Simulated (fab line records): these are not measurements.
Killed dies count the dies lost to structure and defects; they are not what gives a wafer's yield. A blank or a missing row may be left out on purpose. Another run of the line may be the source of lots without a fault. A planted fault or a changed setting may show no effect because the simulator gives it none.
Which tool is to blame? | flow rit_cmos | 15 lots with 45 wafers sampled at 2 steps, on a route of 202 steps

## WHAT EACH GAUGE READ, for each wafer
The record lacks any reading of a measuring or inspecting step that a usual standard deviation could be used to judge.

## EACH LOT AND THE TOOL THAT RAN IT (in order: tool; ch and the chambers of the sampled wafers; start)
lot  | RIT_NLDD_STRIP_09                   | RIT_M1_PROBE_99
L269 | plasma_asher-04 ch 0,1, day 2 18:31 | -
L271 | plasma_asher-02 ch 1, day 3 04:26   | -
L272 | plasma_asher-03 ch 0,1, day 3 08:37 | -
L273 | plasma_asher-03 ch 0,1, day 3 14:06 | prober-02, day 4 06:31
L274 | plasma_asher-03 ch 0,1, day 3 19:39 | -
L275 | plasma_asher-04 ch 0,1, day 3 23:29 | -
L276 | plasma_asher-03 ch 0,1, day 4 04:37 | prober-01, day 4 19:35
L278 | plasma_asher-03 ch 0, day 4 15:28   | prober-02, day 5 06:30
L280 | plasma_asher-03 ch 0,1, day 5 01:01 | prober-02, day 5 20:19
L285 | plasma_asher-02 ch 0,1, day 6 01:48 | -
L287 | plasma_asher-02 ch 1, day 6 17:46   | -
L288 | plasma_asher-04 ch 0,1, day 6 20:22 | -
L289 | plasma_asher-04 ch 0,1, day 7 02:01 | -
L290 | plasma_asher-02 ch 0,1, day 7 05:45 | -
L292 | plasma_asher-02 ch 0,1, day 7 13:41 | prober-01, day 8 04:38
- RIT_NLDD_STRIP_09: strips in O2, time 180 s.
- RIT_M1_PROBE_99

## AS READ BY THE TOOLS THEMSELVES (means over the sampled wafers that have a number; for cases with no such wafer, the mark the record gives instead)
RIT_NLDD_STRIP_09.
lot  | tool            | drypump_motor_current_A (A)
L269 | plasma_asher-04 | 5.1
L271 | plasma_asher-02 | 5.8
L272 | plasma_asher-03 | 5.6
L273 | plasma_asher-03 | 5.9
L274 | plasma_asher-03 | 5.6
L275 | plasma_asher-04 | 5.3
L276 | plasma_asher-03 | 6.0
L278 | plasma_asher-03 | 6.4
L280 | plasma_asher-03 | 5.6
L285 | plasma_asher-02 | 5.7
L287 | plasma_asher-02 | 5.8
L288 | plasma_asher-04 | 5.1
L289 | plasma_asher-04 | 5.3
L290 | plasma_asher-02 | 5.8
L292 | plasma_asher-02 | 5.8

RIT_M1_PROBE_99.
lot  | tool      | killed_at_contacts | killed_at_front_end | killed_dies | killed_open | killed_short
L273 | prober-02 | 0.3                | 6.7                 | 7.0         | 4.7         | 2.3
L276 | prober-01 | 0.0                | 33.3                | 33.3        | 3.3         | 2.0
L278 | prober-02 | 0.0                | 49.3                | 49.3        | 3.3         | 2.0
L280 | prober-02 | 0.0                | 21.7                | 21.7        | 4.0         | 4.0
L292 | prober-01 | 0.0                | 8.0                 | 8.0         | 3.0         | 5.0

## THE ANSWER, worked out from the rows above alone
Rule: the lots themselves supply what counts as usual. The widest of any qualifying gaps counts: lots, ordered by their means at a reading, are off when they make up no more than a third of the lots, leave a main group of 4 or more, and stand apart from it by 3 or more times the standard deviation of that group's means. A main group whose means are all the same, to the digits that the tables above print for the reading, isn't used. Also off: a lot with no number at a reading for which 4 or more lots have one. Where the step has rows for the other lots, those lots are counted as sound. Order of review: gauges by route order, followed by the tools' own readings, for which a lot's mean as printed above is used. The first step at which some lot is off is used, and at that step the reading that is off furthest; a lot without a number counts as furthest.
Nothing can be told from this: no lot is off at any reading shown.

## WHAT THE SIMULATOR HAD PUT IN
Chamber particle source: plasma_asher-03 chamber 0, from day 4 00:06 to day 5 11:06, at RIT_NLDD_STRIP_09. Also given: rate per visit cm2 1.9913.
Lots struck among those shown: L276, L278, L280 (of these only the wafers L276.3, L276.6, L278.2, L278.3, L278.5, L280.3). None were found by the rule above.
